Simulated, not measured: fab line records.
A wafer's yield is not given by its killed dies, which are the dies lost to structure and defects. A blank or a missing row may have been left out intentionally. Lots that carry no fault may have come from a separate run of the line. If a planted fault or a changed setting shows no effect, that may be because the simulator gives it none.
Which tool is to blame? / flow berkeley_cmos170 / 33 wafers from 11 lots sampled at 5 of the route's 331 steps

WHAT EACH GAUGE READ, for each wafer
UCB170_M2_RS_MEAS_02: measurement is done with a four-point probe. Usual: M2_AL_RS typically reads 0.0334 ohm/sq, with standard deviation 0.00047.
lot=L189; measured=day 8 11:37; on=film_metro-04; M2_AL_RS (ohm/sq)=0.0326 0.0329 0.0329; flag=
lot=L188; measured=day 8 11:46; on=film_metro-02; M2_AL_RS (ohm/sq)=0.0338 0.0334 0.0340; flag=
lot=L190; measured=day 8 22:37; on=film_metro-01; M2_AL_RS (ohm/sq)=0.0327 0.0331 0.0331; flag=
lot=L191; measured=day 9 00:52; on=film_metro-02; M2_AL_RS (ohm/sq)=0.0338 0.0337 0.0332; flag=
lot=L192; measured=day 9 10:07; on=film_metro-01; M2_AL_RS (ohm/sq)=0.0328 0.0325 0.0326; flag=
lot=L201; measured=day 11 08:48; on=film_metro-02; M2_AL_RS (ohm/sq)=0.0335 0.0342 0.0335; flag=
lot=L205; measured=day 12 02:26; on=film_metro-01; M2_AL_RS (ohm/sq)=0.0330 0.0329 0.0332; flag=
lot=L204; measured=day 12 04:39; on=film_metro-04; M2_AL_RS (ohm/sq)=0.0336 0.0338 0.0337; flag=
lot=L206; measured=day 12 06:33; on=film_metro-01; M2_AL_RS (ohm/sq)=0.0333 0.0334 0.0335; flag=
lot=L207; measured=day 12 20:17; on=film_metro-01; M2_AL_RS (ohm/sq)=0.0332 0.0335 0.0332; flag=
lot=L210; measured=day 13 06:04; on=film_metro-04; M2_AL_RS (ohm/sq)=0.0334 0.0331 0.0334; flag=

UCB170_V2_THK_MEAS_04. Usual: V2_POLISHED_THK typically reads 1000.0 nm, with standard deviation 1.2.
lot=L189; measured=day 8 14:47; on=film_metro-04; V2_POLISHED_THK (nm)=1001.4 1001.0 1001.7; flag=
lot=L188; measured=day 8 15:02; on=film_metro-02; V2_POLISHED_THK (nm)=998.1 999.8 1000.7; flag=
lot=L190; measured=day 9 01:48; on=film_metro-02; V2_POLISHED_THK (nm)=998.1 999.0 999.6; flag=
lot=L191; measured=day 9 03:50; on=film_metro-04; V2_POLISHED_THK (nm)=998.2 1001.1 1001.0; flag=
lot=L192; measured=day 9 13:14; on=film_metro-04; V2_POLISHED_THK (nm)=1000.7 999.9 1001.6; flag=
lot=L201; measured=day 11 12:49; on=film_metro-02; V2_POLISHED_THK (nm)=924.8 925.0 922.7; flag=OFF
lot=L205; measured=day 12 05:29; on=film_metro-04; V2_POLISHED_THK (nm)=998.6 1000.0 997.9; flag=
lot=L204; measured=day 12 08:00; on=film_metro-04; V2_POLISHED_THK (nm)=922.7 925.6 922.6; flag=OFF
lot=L206; measured=day 12 09:49; on=film_metro-04; V2_POLISHED_THK (nm)=999.9 1003.5 999.4; flag=
lot=L207; measured=day 13 00:16; on=film_metro-04; V2_POLISHED_THK (nm)=1002.0 1000.7 1000.3; flag=
lot=L210; measured=day 13 09:34; on=film_metro-04; V2_POLISHED_THK (nm)=1000.4 1000.1 1000.4; flag=

WHAT TOOL EACH LOT RAN ON (gives the tool, then ch and the chambers of the sampled wafers, and finally the start)
lot=L189; UCB170_M2_ETCH_17=rie_diel-03 ch 0,1,2, day 8 13:41; UCB170_V2_CVD_00=pecvd-04 ch 0,1,2, day 8 14:08; UCB170_V2_CMP_02=cmp-01 ch 1,2,3, day 8 14:25
lot=L188; UCB170_M2_ETCH_17=rie_diel-04 ch 0,1,2, day 8 13:56; UCB170_V2_CVD_00=pecvd-02 ch 0,1,2, day 8 14:23; UCB170_V2_CMP_02=cmp-02 ch 1,2,3, day 8 14:42
lot=L190; UCB170_M2_ETCH_17=rie_diel-02 ch 0,1,2, day 9 00:31; UCB170_V2_CVD_00=pecvd-04 ch 0,2, day 9 01:10; UCB170_V2_CMP_02=cmp-01 ch 1,2,3, day 9 01:26
lot=L191; UCB170_M2_ETCH_17=rie_diel-04 ch 1,2,3, day 9 02:44; UCB170_V2_CVD_00=pecvd-02 ch 1,2, day 9 03:11; UCB170_V2_CMP_02=cmp-02 ch 0,2,3, day 9 03:30
lot=L192; UCB170_M2_ETCH_17=rie_diel-03 ch 0,1,3, day 9 12:09; UCB170_V2_CVD_00=pecvd-02 ch 0,1,2, day 9 12:36; UCB170_V2_CMP_02=cmp-01 ch 1,2, day 9 12:49
lot=L201; UCB170_M2_ETCH_17=rie_diel-03 ch 0,2,3, day 11 11:44; UCB170_V2_CVD_00=pecvd-02 ch 1,2, day 11 12:10; UCB170_V2_CMP_02=cmp-02 ch 0,1,3, day 11 12:26
lot=L205; UCB170_M2_ETCH_17=rie_diel-04 ch 0,2,3, day 12 04:23; UCB170_V2_CVD_00=pecvd-04 ch 0,2, day 12 04:50; UCB170_V2_CMP_02=cmp-01 ch 1,3, day 12 05:03
lot=L204; UCB170_M2_ETCH_17=rie_diel-03 ch 1,3, day 12 06:54; UCB170_V2_CVD_00=pecvd-02 ch 0,1,2, day 12 07:21; UCB170_V2_CMP_02=cmp-02 ch 0,1,3, day 12 07:37
lot=L206; UCB170_M2_ETCH_17=rie_diel-02 ch 0,1,3, day 12 08:44; UCB170_V2_CVD_00=pecvd-03 ch 0,1, day 12 09:11; UCB170_V2_CMP_02=cmp-01 ch 0,1,2, day 12 09:29
lot=L207; UCB170_M2_ETCH_17=rie_diel-03 ch 0,1,3, day 12 23:10; UCB170_V2_CVD_00=pecvd-04 ch 0,2, day 12 23:37; UCB170_V2_CMP_02=cmp-01 ch 0,2,3, day 12 23:50
lot=L210; UCB170_M2_ETCH_17=rie_diel-02 ch 0,2,3, day 13 08:28; UCB170_V2_CVD_00=pecvd-02 ch 0,1, day 13 08:55; UCB170_V2_CMP_02=cmp-01 ch 0,2,3, day 13 09:08
- UCB170_M2_ETCH_17: etches BARC in N2/H2.
- UCB170_V2_CVD_00: deposits SiO2 from TEOS/O2, target thk 2000 nm, time 250 s.
- UCB170_V2_CMP_02: polishes SiO2.

WHAT THE TOOLS THEMSELVES READ (means of the sampled wafers that have a number; where no wafer has one, the mark that the record gives instead)
UCB170_M2_ETCH_17. Usual: chamber_pressure_mTorr 29.998 mTorr, standard deviation 0.025; drypump_motor_current_A 5.81 A, standard deviation 0.3; oes_product_au 1.015 a.u., standard deviation 0.018; rf_fwd_power_W 494.7 W, standard deviation 2.5; throttle_valve_pct 13.35 %, standard deviation 0.21.
lot=L189; tool=rie_diel-03; chamber_pressure_mTorr (mTorr)=29.977; drypump_motor_current_A (A)=5.71; oes_product_au (a.u.)=1.004; rf_fwd_power_W (W)=495.5; throttle_valve_pct (%)=13.34; flag=
lot=L188; tool=rie_diel-04; chamber_pressure_mTorr (mTorr)=30.017; drypump_motor_current_A (A)=6.01; oes_product_au (a.u.)=0.996; rf_fwd_power_W (W)=496.4; throttle_valve_pct (%)=13.20; flag=
lot=L190; tool=rie_diel-02; chamber_pressure_mTorr (mTorr)=30.014; drypump_motor_current_A (A)=5.75; oes_product_au (a.u.)=1.022; rf_fwd_power_W (W)=491.6; throttle_valve_pct (%)=13.38; flag=
lot=L191; tool=rie_diel-04; chamber_pressure_mTorr (mTorr)=30.000; drypump_motor_current_A (A)=5.96; oes_product_au (a.u.)=1.011; rf_fwd_power_W (W)=494.7; throttle_valve_pct (%)=13.34; flag=
lot=L192; tool=rie_diel-03; chamber_pressure_mTorr (mTorr)=29.995; drypump_motor_current_A (A)=5.63; oes_product_au (a.u.)=1.029; rf_fwd_power_W (W)=495.0; throttle_valve_pct (%)=13.31; flag=
lot=L201; tool=rie_diel-03; chamber_pressure_mTorr (mTorr)=29.988; drypump_motor_current_A (A)=5.57; oes_product_au (a.u.)=1.010; rf_fwd_power_W (W)=495.4; throttle_valve_pct (%)=13.26; flag=
lot=L205; tool=rie_diel-04; chamber_pressure_mTorr (mTorr)=29.989; drypump_motor_current_A (A)=5.91; oes_product_au (a.u.)=1.002; rf_fwd_power_W (W)=496.8; throttle_valve_pct (%)=13.39; flag=
lot=L204; tool=rie_diel-03; chamber_pressure_mTorr (mTorr)=29.982; drypump_motor_current_A (A)=5.61; oes_product_au (a.u.)=1.016; rf_fwd_power_W (W)=495.0; throttle_valve_pct (%)=13.37; flag=
lot=L206; tool=rie_diel-02; chamber_pressure_mTorr (mTorr)=30.007; drypump_motor_current_A (A)=5.93; oes_product_au (a.u.)=1.020; rf_fwd_power_W (W)=492.8; throttle_valve_pct (%)=13.55; flag=
lot=L207; tool=rie_diel-03; chamber_pressure_mTorr (mTorr)=30.020; drypump_motor_current_A (A)=5.61; oes_product_au (a.u.)=1.025; rf_fwd_power_W (W)=495.3; throttle_valve_pct (%)=13.30; flag=
lot=L210; tool=rie_diel-02; chamber_pressure_mTorr (mTorr)=29.989; drypump_motor_current_A (A)=6.02; oes_product_au (a.u.)=1.022; rf_fwd_power_W (W)=496.3; throttle_valve_pct (%)=13.42; flag=

UCB170_V2_CVD_00. Usual: heater_power_w 277 W, standard deviation 53; rf_fwd_power_W 548.5 W, standard deviation 1.7.
lot=L189; tool=pecvd-04; heater_power_w (W)=288; rf_fwd_power_W (W)=548.8; flag=
lot=L188; tool=pecvd-02; heater_power_w (W)=244; rf_fwd_power_W (W)=549.7; flag=
lot=L190; tool=pecvd-04; heater_power_w (W)=345; rf_fwd_power_W (W)=546.9; flag=
lot=L191; tool=pecvd-02; heater_power_w (W)=250; rf_fwd_power_W (W)=548.1; flag=
lot=L192; tool=pecvd-02; heater_power_w (W)=295; rf_fwd_power_W (W)=550.0; flag=
lot=L201; tool=pecvd-02; heater_power_w (W)=259; rf_fwd_power_W (W)=547.7; flag=
lot=L205; tool=pecvd-04; heater_power_w (W)=297; rf_fwd_power_W (W)=547.4; flag=
lot=L204; tool=pecvd-02; heater_power_w (W)=266; rf_fwd_power_W (W)=549.6; flag=
lot=L206; tool=pecvd-03; heater_power_w (W)=258; rf_fwd_power_W (W)=549.3; flag=
lot=L207; tool=pecvd-04; heater_power_w (W)=265; rf_fwd_power_W (W)=547.1; flag=
lot=L210; tool=pecvd-02; heater_power_w (W)=273; rf_fwd_power_W (W)=549.2; flag=

UCB170_V2_CMP_02. Usual: motor_current_A 16.5 A, standard deviation 1.4; platen_rpm 60.00 rpm, standard deviation 0.036; retaining_ring_pressure_frac 1.000, standard deviation 0.0053.
lot=L189; tool=cmp-01; motor_current_A (A)=16.0; platen_rpm (rpm)=60.00; retaining_ring_pressure_frac=0.997; flag=
lot=L188; tool=cmp-02; motor_current_A (A)=17.5; platen_rpm (rpm)=60.01; retaining_ring_pressure_frac=1.002; flag=
lot=L190; tool=cmp-01; motor_current_A (A)=15.8; platen_rpm (rpm)=59.98; retaining_ring_pressure_frac=1.002; flag=
lot=L191; tool=cmp-02; motor_current_A (A)=18.7; platen_rpm (rpm)=60.02; retaining_ring_pressure_frac=0.999; flag=
lot=L192; tool=cmp-01; motor_current_A (A)=15.6; platen_rpm (rpm)=60.00; retaining_ring_pressure_frac=0.998; flag=
lot=L201; tool=cmp-02; motor_current_A (A)=17.0; platen_rpm (rpm)=60.03; retaining_ring_pressure_frac=1.001; flag=
lot=L205; tool=cmp-01; motor_current_A (A)=16.2; platen_rpm (rpm)=60.01; retaining_ring_pressure_frac=1.003; flag=
lot=L204; tool=cmp-02; motor_current_A (A)=17.1; platen_rpm (rpm)=59.98; retaining_ring_pressure_frac=0.997; flag=
lot=L206; tool=cmp-01; motor_current_A (A)=15.9; platen_rpm (rpm)=60.04; retaining_ring_pressure_frac=1.000; flag=
lot=L207; tool=cmp-01; motor_current_A (A)=15.9; platen_rpm (rpm)=60.01; retaining_ring_pressure_frac=1.000; flag=
lot=L210; tool=cmp-01; motor_current_A (A)=15.9; platen_rpm (rpm)=59.99; retaining_ring_pressure_frac=0.998; flag=

THE ANSWER, worked out from the rows above alone
Rule: a lot is off if the mean of its wafers that have a number lies more than 3 standard deviations from the usual mean. Also off: a lot with no number at a reading for which 4 or more lots have one. Where the step has rows for the other lots, those lots are counted as sound. Order of review: gauges by route order, followed by the tools' own readings, for which a lot's mean as printed above is used. The first step at which some lot is off is used, and at that step the reading that is off furthest; a lot without a number counts as furthest.
Off: L201, L204, at UCB170_V2_THK_MEAS_04 (V2_POLISHED_THK).
A tool fits if, at a process step before that reading, it ran every lot that is off, and no sound lot after the first of them. Those tools and the gauges at UCB170_V2_THK_MEAS_04 are tried in the same way. One candidate fits, namely cmp-02 at UCB170_V2_CMP_02. A fault onset in the window from L191 (day 9 03:30, its last sound lot) to L201 (day 11 12:26, its first lot off) fits.

WHAT WAS PUT IN BY THE SIMULATOR
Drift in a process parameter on cmp-02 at UCB170_V2_CMP_02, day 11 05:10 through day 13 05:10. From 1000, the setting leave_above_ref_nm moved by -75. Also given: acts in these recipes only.
Shown lots that were struck: L201, L204. This agrees with what the rule above found.
